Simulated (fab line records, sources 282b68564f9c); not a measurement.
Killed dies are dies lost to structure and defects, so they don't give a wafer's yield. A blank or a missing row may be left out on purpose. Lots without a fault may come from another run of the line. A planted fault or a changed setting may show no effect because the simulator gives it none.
A struck lot beside a sound one | flow rit_cmos | 20 steps out of a route of 202
Sound: wafers L656.3, L656.5, L656.6. Struck: wafers L666.1, L666.3, L666.6. The cause comes at the end.
At each step with rows: each side's tool, then ch and its chambers, then its first start. Under that, the readings that differ: sound wafers | struck wafers | difference of the means | sigmas: that difference in standard deviations of wafers without a fault.
alike: readings whose means differ by less than 2 such deviations, and words and numbers that are the same on both sides. not compared: withheld readings, readings that some wafer has no value for, bounds like >300 that may hide the same value, and numbers for which the record gives no deviation and whose values overlap.
The two part at a step that has a row with sigmas, a row that says differs or no value, or rows on one side only. Numbers that don't overlap but have no deviation are shown without sigmas and don't part them. A reading that every wafer of one side lacks parts them only if that side has two wafers or more.

first, 6 steps without rows for these wafers: RIT_NRETRO_HMDS_00 (prime time 60 s); RIT_NRETRO_COAT_01 (resist thk 1300 nm); RIT_NRETRO_SOFTBAKE_02 (time 60 s); RIT_NRETRO_EXPOSE_03 (exposes mask M4, target cd 43900 nm); RIT_NRETRO_PEB_04; RIT_NRETRO_DEVELOP_05 (develop time 68 s).
RIT_NRETRO_OVL_MEAS_06:
  sound on overlay-01, day 2 08:08; struck on overlay-01, day 4 10:34
  reading         | sound       | struck         | difference | sigmas
  NRETRO_OVL (nm) | 0.1 1.0 1.3 | -2.5 -2.4 -1.9 | -3.1       | -2
then, 2 steps without rows for these wafers: RIT_NRETRO_HARDBAKE_07 (time 120 s); RIT_NRETRO_IMPLANT_08.
RIT_NRETRO_STRIP_09: strips in O2, time 180 s.
  sound on plasma_asher-01 ch 0,1, day 2 08:37; struck on plasma_asher-04 ch 0,1, day 4 11:00
  alike: drypump_motor_current_A
  not compared: rf_hours_counter_h
RIT_NRETRO_TW_MEAS_10:
  sound on film_metro-01, day 2 08:46; struck on film_metro-01, day 4 11:10
  alike: NRETRO_TW
then, 1 step without rows for these wafers: RIT_PRETRO_HMDS_00 (prime time 60 s).
RIT_PRETRO_COAT_01: resist thk 1300 nm.
  sound on litho_track-03 ch 0, day 2 09:00; struck on litho_track-01, day 4 11:23
  no value came back on the struck wafers for chill_plate_temp_C (C), dispense_pressure_kPa (kPa), resist_line_temp_C (C); on the sound wafers chill_plate_temp_C (C) reads 22.88 22.83 22.90
then, 4 steps without rows for these wafers: RIT_PRETRO_SOFTBAKE_02 (time 60 s); RIT_PRETRO_EXPOSE_03 (exposes mask M5, target cd 43700 nm); RIT_PRETRO_PEB_04; RIT_PRETRO_DEVELOP_05 (develop time 68 s).
RIT_PRETRO_OVL_MEAS_06:
  sound on overlay-02, day 2 09:41; struck on overlay-01, day 4 12:07
  reading         | sound         | struck | difference                    | sigmas
  PRETRO_OVL (nm) | -1.1 -1.3 0.0 | - - -  | no value on the struck wafers |
then, 1 step without rows for these wafers: RIT_PRETRO_HARDBAKE_07 (time 120 s).
RIT_M1_PROBE_99:
  sound on prober-01, day 3 15:48; struck on prober-02, day 5 15:23
  reading             | sound | struck      | difference | sigmas
  killed_at_front_end | 7 8 5 | 264 264 264 | +257       | +86
  killed_dies         | 7 8 5 | 264 264 264 | +257       | +86
  killed_on_rim       | 0 2 2 | 70 70 70    | +69        | +46
  alike: killed_at_contacts, killed_open, killed_short

WHERE THEY PART
First at RIT_NRETRO_OVL_MEAS_06; last, within this record, at RIT_M1_PROBE_99.

WHY: what the simulator had put in
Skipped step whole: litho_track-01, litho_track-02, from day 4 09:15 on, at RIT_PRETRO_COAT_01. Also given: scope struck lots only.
